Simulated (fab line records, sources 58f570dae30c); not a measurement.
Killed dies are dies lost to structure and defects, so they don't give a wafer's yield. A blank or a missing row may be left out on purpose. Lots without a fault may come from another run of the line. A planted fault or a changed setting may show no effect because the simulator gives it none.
fab line records | flow berkeley_cmos170
record lots=5 wafers=15 last_day=12
route steps=331 shown GATE@133
lots that met no fault: from a run of the same line without faults
start_h: hours from the record's first day to the start of the lot's first wafer shown | wait_h: hours since the lot's step before | " the same as in the row above | L1.1+2: a row that stands for several wafers | - no value, or no start given | * or withheld: withheld | < > ~ a bound
route shown NAME@n: a module of which the file shows steps, and the number in the route of the first | usual: mean/standard deviation of fault-free wafers | same: alike in all rows | chamber/n: place in a boat | sites: the reading at each site | _std_site: their standard deviation | _edge_site: outer sites' mean less inner sites' | radius_mm: how far each site lies from the wafer's centre | mask NAME#n: copy n | behind: the tool/chamber that last shaped the wafer | hold: why the lot was held/for how many hours/how that ended | device: the transistor (n, p or np) that didn't switch | end of line: the same wafers' tests at the end of the route | a step without rows: its recipe alone | killed: dies lost to structure and defects at the first sort, not the wafer's yield | map: a wafer's dies, x killed, . not, _ none there
set.NAME: the setting as run; set.NAME@STEP: as run at that earlier step | model.NAME: the simulator's own value behind a step, which no gauge read
lots at some steps of the route; a table a step, a row a wafer
services: from which hour (start_h, from the record's first day; less than 0 if before it) a tool's chamber was out of use, for how many hours, and why
## steps
# step UCB170_GATE_COAT_07
# recipe resist=KrF spin_rpm=1500 resist_thk_nm=900
# columns lot.wafer tool chamber start_h wait_h
L077.1+3+4 litho_track-01 0 - -
L081.3+5+6 litho_track-02 0 - -
L091.1+2+6 litho_track-02 0 - -
L090.2+3+6 litho_track-04 0 - -
L097.3+5+6 litho_track-04 0 - -
# step UCB170_GATE_SOFTBAKE_08
# recipe resist=KrF temp_c=130 time_s=60
# columns lot.wafer tool chamber start_h wait_h
L077.1+3+4 litho_track-01 0 - -
L081.3+5+6 litho_track-02 0 - -
L091.1+2+6 litho_track-02 0 - -
L090.2+3+6 litho_track-04 0 - -
L097.3+5+6 litho_track-04 0 - -
# step UCB170_GATE_EXPOSE_09
# recipe mask_id=POLY target_cd_nm=350 na=0.5 sigma_outer=0.6 source_shape=conventional dose_mj=21
# columns lot.wafer tool chamber start_h wait_h mask
L077.1+3+4 krf_scanner-01 0 141.01 - POLY#0
L081.3+5+6 krf_scanner-01 0 155.97 - POLY#0
L091.1+2+6 krf_scanner-01 0 203.26 - POLY#0
L090.2+3+6 krf_scanner-02 0 203.68 - POLY#0
L097.3+5+6 krf_scanner-01 0 235.94 - POLY#0
# step UCB170_GATE_PEB_10
# recipe peb_temp_c=130 peb_time_s=withheld resist=KrF
# columns lot.wafer tool chamber start_h wait_h
L077.1+3+4 litho_track-01 0 141.13 0.1
L081.3+5+6 litho_track-04 0 156.13 0.1
L091.1+2+6 litho_track-01 0 203.54 0.3
L090.2+3+6 litho_track-04 0 203.80 0.1
L097.3+5+6 litho_track-04 0 236.07 0.1
# step UCB170_GATE_DEVELOP_11
# recipe developer=TMAH develop_time_s=45 resist=KrF dev_temp_c=21
# columns lot.wafer tool chamber start_h wait_h
L077.1+3+4 litho_track-01 0 - -
L081.3+5+6 litho_track-04 0 - -
L091.1+2+6 litho_track-01 0 - -
L090.2+3+6 litho_track-04 0 - -
L097.3+5+6 litho_track-04 0 - -
# step UCB170_GATE_CD_MEAS_12
# recipe target_cd_nm=350
# usual cd_nm=350.1/1.5
# columns lot.wafer tool chamber start_h wait_h cd_nm
L077.1 cd_sem-02 - 141.41 - 351.7
L077.3 " - " " 351.6
L077.4 " - " " 350.1
L081.3 cd_sem-02 - 156.40 - 351.6
L081.5 " - " " 351.4
L081.6 " - " " 352.2
L091.1 cd_sem-01 - 203.87 - 349.5
L091.2 " - " " 349.9
L091.6 " - " " 350.8
L090.2 cd_sem-01 - 204.13 - 346.6
L090.3 " - " " 347.3
L090.6 " - " " 346.6
L097.3 cd_sem-01 - 236.33 - 352.8
L097.5 " - " " 352.6
L097.6 " - " " 352.3
# step UCB170_GATE_OVL_MEAS_13
# usual GATE_OVL=-2/5.7
# columns lot.wafer tool chamber start_h wait_h GATE_OVL[nm]
L077.1 overlay-02 - 141.53 0.1 3
L077.3 " - " " 1
L077.4 " - " " 5
L081.3 overlay-01 - 156.49 0.1 1
L081.5 " - " " 3
L081.6 " - " " -8
L091.1 overlay-01 - 203.99 0.1 -1
L091.2 " - " " -8
L091.6 " - " " 1
L090.2 overlay-02 - 204.23 0.1 -3
L090.3 " - " " -5
L090.6 " - " " 6
L097.3 overlay-01 - 236.42 0.1 0
L097.5 " - " " 3
L097.6 " - " " -10
# step UCB170_GATE_ETCH_14
# recipe chemistry=N2/H2 target_depth_a=withheld overetch_a=withheld target=BARC time_s=withheld source_w=500 bias_w=100 pressure_mtorr=30 n2_flow_sccm=100 h2_flow_sccm=200
# usual drypump_motor_current_A=5.9/0.41 oes_product_au=1.007/0.018 rf_fwd_power_W=494.3/2 throttle_valve_pct=13.34/0.25
# columns lot.wafer tool chamber start_h wait_h drypump_motor_current_A oes_product_au rf_fwd_power_W throttle_valve_pct
L077.1 rie_diel-01 1 141.56 0.0 5.8 1.005 496.3 13.62
L077.3 " 3 " " 6.1 0.979 497.0 13.63
L077.4 " 2 " " 5.6 1.000 498.7 13.56
L081.3 rie_diel-02 0 156.51 0.0 6.0 0.987 495.1 13.65
L081.5 " 2 " " 5.5 1.043 495.8 13.45
L081.6 " 1 " " 5.8 0.997 497.8 13.43
L091.1 rie_diel-02 1 204.02 0.0 5.9 0.998 494.3 13.45
L091.2 " 2 " " 5.4 1.063 496.4 13.50
L091.6 " 1 " " 5.8 1.000 493.8 13.44
L090.2 rie_diel-01 0 204.26 0.0 5.6 1.026 492.6 13.21
L090.3 " 3 " " 6.1 0.992 495.4 13.62
L090.6 " 1 " " 5.8 0.995 492.2 13.62
L097.3 rie_diel-02 3 236.45 0.0 6.0 0.993 493.8 13.44
L097.5 " 2 " " 5.5 1.060 492.1 13.48
L097.6 " 3 " " 6.0 1.005 493.5 13.44
## services
# columns tool chamber start_h hours kind
rie_diel-01 1 118.20 - clean
krf_scanner-02 - 131.10 2.8 repair
krf_scanner-02 - 133.88 1.3 pm
krf_scanner-01 - 135.63 0.6 repair
krf_scanner-01 - 157.29 0.2 repair
rie_diel-01 0 160.23 2.5 repair
krf_scanner-01 - 164.41 3.0 pm
rie_diel-02 3 165.03 11.4 repair
rie_diel-02 2 176.40 - clean
rie_diel-02 2 176.40 22.9 scheduled_down
rie_diel-02 2 176.40 22.9 vent_cycle
krf_scanner-01 - 177.15 0.6 repair
rie_diel-02 0 179.02 21.5 repair
krf_scanner-02 - 191.71 0.8 pm
krf_scanner-02 - 197.50 0.6 repair
krf_scanner-01 - 203.50 1.3 pm
rie_diel-02 0 203.60 - clean
rie_diel-02 0 203.60 18.2 scheduled_down
rie_diel-02 0 203.60 18.2 vent_cycle
rie_diel-01 - 206.76 0.9 repair
litho_track-01 - 209.79 - consumable_replace:filter
rie_diel-01 - 210.06 2.8 pm
krf_scanner-02 - 210.17 3.6 pm
krf_scanner-01 - 226.45 0.8 pm
## key
fault none
